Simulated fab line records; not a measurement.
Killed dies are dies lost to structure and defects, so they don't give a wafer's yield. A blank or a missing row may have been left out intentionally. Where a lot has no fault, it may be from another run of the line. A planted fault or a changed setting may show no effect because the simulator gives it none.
Split-lot trial || flow rit cmos || 23 wafers read from 5 lots, route of 202 steps

== THE SPLIT ITSELF ==
At RIT_CONTACT_CVD_00 (deposits SiO2 from TEOS, target thk 400 nm, time 61 s), the setting time s was moved away from the recipe's 61 s on 10 of the 23 wafers read, by -12.8% to +14.6%. This setting was run at the recipe's value on the other wafers.

There is no step in the file separating the split from the reading.

== THE READING ==
Values of CONTACT_TEOS_THK in nm from RIT_CONTACT_THK_MEAS_01. On this fab line, fault-free wafers typically give 401 nm with a standard deviation of 5.1 nm.

{"wafer": "L074.2", "tool, chamber at the split": "pecvd-01, 2", "time s as run, s": 61, "against the recipe": "recipe", "CONTACT_TEOS_THK, nm": 400, "against lot-mates on the recipe": "-"}
{"wafer": "L074.3", "tool, chamber at the split": "pecvd-01, 1", "time s as run, s": 61, "against the recipe": "recipe", "CONTACT_TEOS_THK, nm": 396, "against lot-mates on the recipe": "-"}
{"wafer": "L074.5", "tool, chamber at the split": "pecvd-01, 0", "time s as run, s": 61, "against the recipe": "recipe", "CONTACT_TEOS_THK, nm": 408, "against lot-mates on the recipe": "-"}
{"wafer": "L075.1", "tool, chamber at the split": "pecvd-03, 2", "time s as run, s": 69.91, "against the recipe": "+14.6%", "CONTACT_TEOS_THK, nm": 459, "against lot-mates on the recipe": "+48"}
{"wafer": "L075.3", "tool, chamber at the split": "pecvd-03, 1", "time s as run, s": 69.91, "against the recipe": "+14.6%", "CONTACT_TEOS_THK, nm": 465, "against lot-mates on the recipe": "+54"}
{"wafer": "L075.4", "tool, chamber at the split": "pecvd-03, 2", "time s as run, s": 61, "against the recipe": "recipe", "CONTACT_TEOS_THK, nm": 410, "against lot-mates on the recipe": "-"}
{"wafer": "L075.5", "tool, chamber at the split": "pecvd-03, 0", "time s as run, s": 61, "against the recipe": "recipe", "CONTACT_TEOS_THK, nm": 411, "against lot-mates on the recipe": "-"}
{"wafer": "L075.6", "tool, chamber at the split": "pecvd-03, 1", "time s as run, s": 69.91, "against the recipe": "+14.6%", "CONTACT_TEOS_THK, nm": 469, "against lot-mates on the recipe": "+58"}
{"wafer": "L077.2", "tool, chamber at the split": "pecvd-01, 2,0", "time s as run, s": 61, "against the recipe": "recipe", "CONTACT_TEOS_THK, nm": 403, "against lot-mates on the recipe": "-"}
{"wafer": "L077.3", "tool, chamber at the split": "pecvd-01, 1", "time s as run, s": 61, "against the recipe": "recipe", "CONTACT_TEOS_THK, nm": 398, "against lot-mates on the recipe": "-"}
{"wafer": "L077.4", "tool, chamber at the split": "pecvd-01, 1,2", "time s as run, s": 66.85, "against the recipe": "+9.6%", "CONTACT_TEOS_THK, nm": 438, "against lot-mates on the recipe": "+37"}
{"wafer": "L077.5", "tool, chamber at the split": "pecvd-01, 2,0", "time s as run, s": 61, "against the recipe": "recipe", "CONTACT_TEOS_THK, nm": 402, "against lot-mates on the recipe": "-"}
{"wafer": "L077.6", "tool, chamber at the split": "pecvd-01, 1,2", "time s as run, s": 66.85, "against the recipe": "+9.6%", "CONTACT_TEOS_THK, nm": 447, "against lot-mates on the recipe": "+46"}
{"wafer": "L079.1", "tool, chamber at the split": "pecvd-04, 2,0", "time s as run, s": 66.35, "against the recipe": "+8.8%", "CONTACT_TEOS_THK, nm": 431, "against lot-mates on the recipe": "+28"}
{"wafer": "L079.3", "tool, chamber at the split": "pecvd-04, 2,0", "time s as run, s": 66.35, "against the recipe": "+8.8%", "CONTACT_TEOS_THK, nm": 426, "against lot-mates on the recipe": "+24"}
{"wafer": "L079.4", "tool, chamber at the split": "pecvd-04, 1", "time s as run, s": 61, "against the recipe": "recipe", "CONTACT_TEOS_THK, nm": 404, "against lot-mates on the recipe": "-"}
{"wafer": "L079.5", "tool, chamber at the split": "pecvd-04, 2", "time s as run, s": 66.35, "against the recipe": "+8.8%", "CONTACT_TEOS_THK, nm": 440, "against lot-mates on the recipe": "+38"}
{"wafer": "L079.6", "tool, chamber at the split": "pecvd-04, 0", "time s as run, s": 61, "against the recipe": "recipe", "CONTACT_TEOS_THK, nm": 401, "against lot-mates on the recipe": "-"}
{"wafer": "L084.1", "tool, chamber at the split": "pecvd-03, 2", "time s as run, s": 53.17, "against the recipe": "-12.8%", "CONTACT_TEOS_THK, nm": 348, "against lot-mates on the recipe": -56}
{"wafer": "L084.3", "tool, chamber at the split": "pecvd-03, 1,2", "time s as run, s": 61, "against the recipe": "recipe", "CONTACT_TEOS_THK, nm": 399, "against lot-mates on the recipe": "-"}
{"wafer": "L084.4", "tool, chamber at the split": "pecvd-03, 1", "time s as run, s": 53.17, "against the recipe": "-12.8%", "CONTACT_TEOS_THK, nm": 356, "against lot-mates on the recipe": -48}
{"wafer": "L084.5", "tool, chamber at the split": "pecvd-03, 1,2", "time s as run, s": 61, "against the recipe": "recipe", "CONTACT_TEOS_THK, nm": 406, "against lot-mates on the recipe": "-"}
{"wafer": "L084.6", "tool, chamber at the split": "pecvd-03, 0", "time s as run, s": 61, "against the recipe": "recipe", "CONTACT_TEOS_THK, nm": 407, "against lot-mates on the recipe": "-"}
The file does not say which wafer passed through which chamber wherever a row lists several chambers: such a row stands for several wafers.

FIT RESULTS
A straight line over all 23 wafers: CONTACT_TEOS_THK changes by +3.99 nm for each +1% of time s; r = +0.98; the points scatter about the line by 5.4 nm.
The same after taking each lot's own level away (the mean of its wafers on the recipe; 23 wafers): +3.84 nm for each +1%; r = +0.99; scatter 4.7 nm.
According to that fit, moving time s by its largest amount changes the reading by 56 nm.
From 401.0 to 410.5 nm: that is the span of the lots' own levels, equal to 1.9 times the standard deviation above.
So the lot-to-lot level changes the slope little: the two slopes agree.
Check: with one of the wafers moved furthest among these (+14.6%) left out of the fit, the line predicts +56.8 nm for it against its lot-mates. Against them it came out at +48.5 nm.

== THESE WAFERS: OTHER SPLITS ==
These wafers also went through other splits before the reading. Each is held against what the fit with the lots' levels taken away leaves over:
{"other split on the same wafers": "RIT_REOX_OXIDATION_03 ox time s", "wafers away from the commonest value": 5, "r with CONTACT_TEOS_THK (lot level and that fit taken away)": "+0.20"}
{"other split on the same wafers": "RIT_NLDD_COAT_01 spin rpm", "wafers away from the commonest value": 7, "r with CONTACT_TEOS_THK (lot level and that fit taken away)": -0.03}
{"other split on the same wafers": "RIT_NLDD_IMPLANT_08 energy kev", "wafers away from the commonest value": 11, "r with CONTACT_TEOS_THK (lot level and that fit taken away)": "+0.23"}
{"other split on the same wafers": "RIT_SPACER_CVD_03 temp c", "wafers away from the commonest value": 18, "r with CONTACT_TEOS_THK (lot level and that fit taken away)": "+0.16"}
{"other split on the same wafers": "RIT_SILICIDE_SPUTTER_01 time s", "wafers away from the commonest value": 10, "r with CONTACT_TEOS_THK (lot level and that fit taken away)": "+0.07"}

== THE WHOLE CHAIN: every reading that the file lists as answering this split, in the file's order ==
{"step": "RIT_CONTACT_CVD_00", "what it does": "deposits SiO2 from TEOS, target thk 400 nm, time 61 s", "reading": "SiO2_of_CONTACT_CVD_00.thk nm (the simulator's own value, which no gauge read)", "change (the file's fit)": "+4.22 nm for each +1% of the setting", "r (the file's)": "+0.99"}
{"step": "RIT_CONTACT_THK_MEAS_01", "what it does": "", "reading": "CONTACT_TEOS_THK", "change (the file's fit)": "+3.85 for each +1% of the setting", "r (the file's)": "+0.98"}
{"step": "RIT_CONTACT_ETCH_11", "what it does": "etches SiO2 in CHF3/CF4/Ar, stops on TiSi2, target depth 480 nm, time 320 s", "reading": "CONTACT.feature depth nm (the simulator's own value, which no gauge read)", "change (the file's fit)": "+3.35 nm for each +1% of the setting", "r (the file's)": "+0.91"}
{"step": "RIT_CONTACT_ETCH_11", "what it does": "etches SiO2 in CHF3/CF4/Ar, stops on TiSi2, target depth 480 nm, time 320 s", "reading": "etch.depth nm (the simulator's own value, which no gauge read)", "change (the file's fit)": "+3.68 nm for each +1% of the setting", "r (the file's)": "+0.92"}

== THE FILE'S OWN FIT ==
CONTACT_TEOS_THK changes by +3.85 nm for each +1% of time s, r = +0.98.
